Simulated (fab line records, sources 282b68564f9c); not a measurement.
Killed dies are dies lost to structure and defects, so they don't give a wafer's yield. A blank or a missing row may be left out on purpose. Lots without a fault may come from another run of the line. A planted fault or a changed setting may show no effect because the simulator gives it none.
Tool commonality check | flow rit_cmos | 14 lots, 42 wafers sampled

WHY IT WAS OPENED
At RIT_NWELL_TW_MEAS_10 the reading NWELL_TW is flagged on 2 of 14 lots. Wafers without a fault read 2135, standard deviation 10.
Rule: a lot is flagged when every wafer of it that has a number lies more than 4 standard deviations from that mean, or none has a number. The other lots count as sound.

lot  | measured    | on            | NWELL_TW, wafer by wafer | flag
L313 | day 1 21:41 | film_metro-03 | 2111 2104 2117           |
L314 | day 2 01:56 | film_metro-04 | 2132 2134 2143           |
L316 | day 2 12:25 | film_metro-01 | 2121 2143 2131           |
L318 | day 3 01:57 | film_metro-01 | 2146 2139 2143           |
L319 | day 3 04:20 | film_metro-03 | 2129 2132 2130           |
L320 | day 3 08:07 | film_metro-04 | 2140 2138 2139           |
L322 | day 3 17:55 | film_metro-03 | 2116 2126 2131           |
L326 | day 4 14:20 | film_metro-03 | 2139 2126 2123           |
L328 | day 5 00:24 | film_metro-01 | 2135 2141 2145           |
L330 | day 5 12:49 | film_metro-01 | 2220 2213 2212           | FLAGGED
L331 | day 5 17:11 | film_metro-01 | 2219 2195 2213           | FLAGGED
L333 | day 6 02:43 | film_metro-01 | 2131 2150 2143           |
L334 | day 6 06:30 | film_metro-04 | 2141 2132 2132           |
L335 | day 6 11:47 | film_metro-04 | 2133 2150 2130           |
The numbers of the flagged lots are 2212 on average: +77 against the usual, or +8 standard deviations.

WHICH TOOL RAN EACH LOT
The record holds 1 process step before the reading, out of a route of 202 steps. In each cell: the tool, then ch and the chambers that the sampled wafers went through, then the start.
lot  | flag    | RIT_NWELL_IMPLANT_08
L313 |         | implanter-04 ch 0, day 1 21:23
L314 |         | implanter-01 ch 0, day 2 01:37
L316 |         | implanter-01 ch 0, day 2 12:05
L318 |         | implanter-01 ch 0, day 3 01:38
L319 |         | implanter-01 ch 0, day 3 04:02
L320 |         | implanter-04 ch 0, day 3 07:47
L322 |         | implanter-04 ch 0, day 3 17:37
L326 |         | implanter-04 ch 0, day 4 14:00
L328 |         | implanter-01 ch 0, day 5 00:05
L330 | FLAGGED | implanter-04 ch 0, day 5 12:29
L331 | FLAGGED | implanter-04 ch 0, day 5 16:53
L333 |         | implanter-01 ch 0, day 6 02:25
L334 |         | implanter-02 ch 0, day 6 06:13
L335 |         | implanter-01 ch 0, day 6 11:27
What these steps do:
- RIT_NWELL_IMPLANT_08
- RIT_NWELL_TW_MEAS_10

FLAGGED OVER TOTAL, TOOL BY TOOL (the gauges that took the reading come last)
step                 | tool          | lots run | flagged | share of the flagged lots | sound lots run after its first flagged lot
RIT_NWELL_IMPLANT_08 | implanter-01  | 7        | 0       | none                      | -
RIT_NWELL_IMPLANT_08 | implanter-02  | 1        | 0       | none                      | -
RIT_NWELL_IMPLANT_08 | implanter-04  | 6        | 2       | all                       | 0
RIT_NWELL_TW_MEAS_10 | film_metro-01 | 6        | 2       | all                       | 1 (L333)
RIT_NWELL_TW_MEAS_10 | film_metro-03 | 4        | 0       | none                      | -
RIT_NWELL_TW_MEAS_10 | film_metro-04 | 4        | 0       | none                      | -

WHAT THE TABLE ALLOWS
2 rows of the table ran every flagged lot: implanter-04 at RIT_NWELL_IMPLANT_08, film_metro-01 at RIT_NWELL_TW_MEAS_10.
- implanter-04 at RIT_NWELL_IMPLANT_08: 2 of its 6 lots flagged. Its last sound lot is L326 (day 4 14:00), its first flagged lot L330 (day 5 12:29): a fault that began between those two fits. Its own readings lie more than 4 standard deviations out on every wafer of the flagged lots: dose_ions_cm2.
- film_metro-01 at RIT_NWELL_TW_MEAS_10: 2 of its 6 lots flagged. Sound lots ran on it after the first flagged one (L333), which a lasting fault on the whole tool wouldn't allow.
One tool is left: implanter-04 at RIT_NWELL_IMPLANT_08.

WHAT THE SIMULATOR HAD PUT IN
Process parameter drift: implanter-04, from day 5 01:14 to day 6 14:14, at RIT_NWELL_IMPLANT_08. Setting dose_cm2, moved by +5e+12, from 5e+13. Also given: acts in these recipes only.
Lots struck among those shown: L330, L331. The rule above found the same.
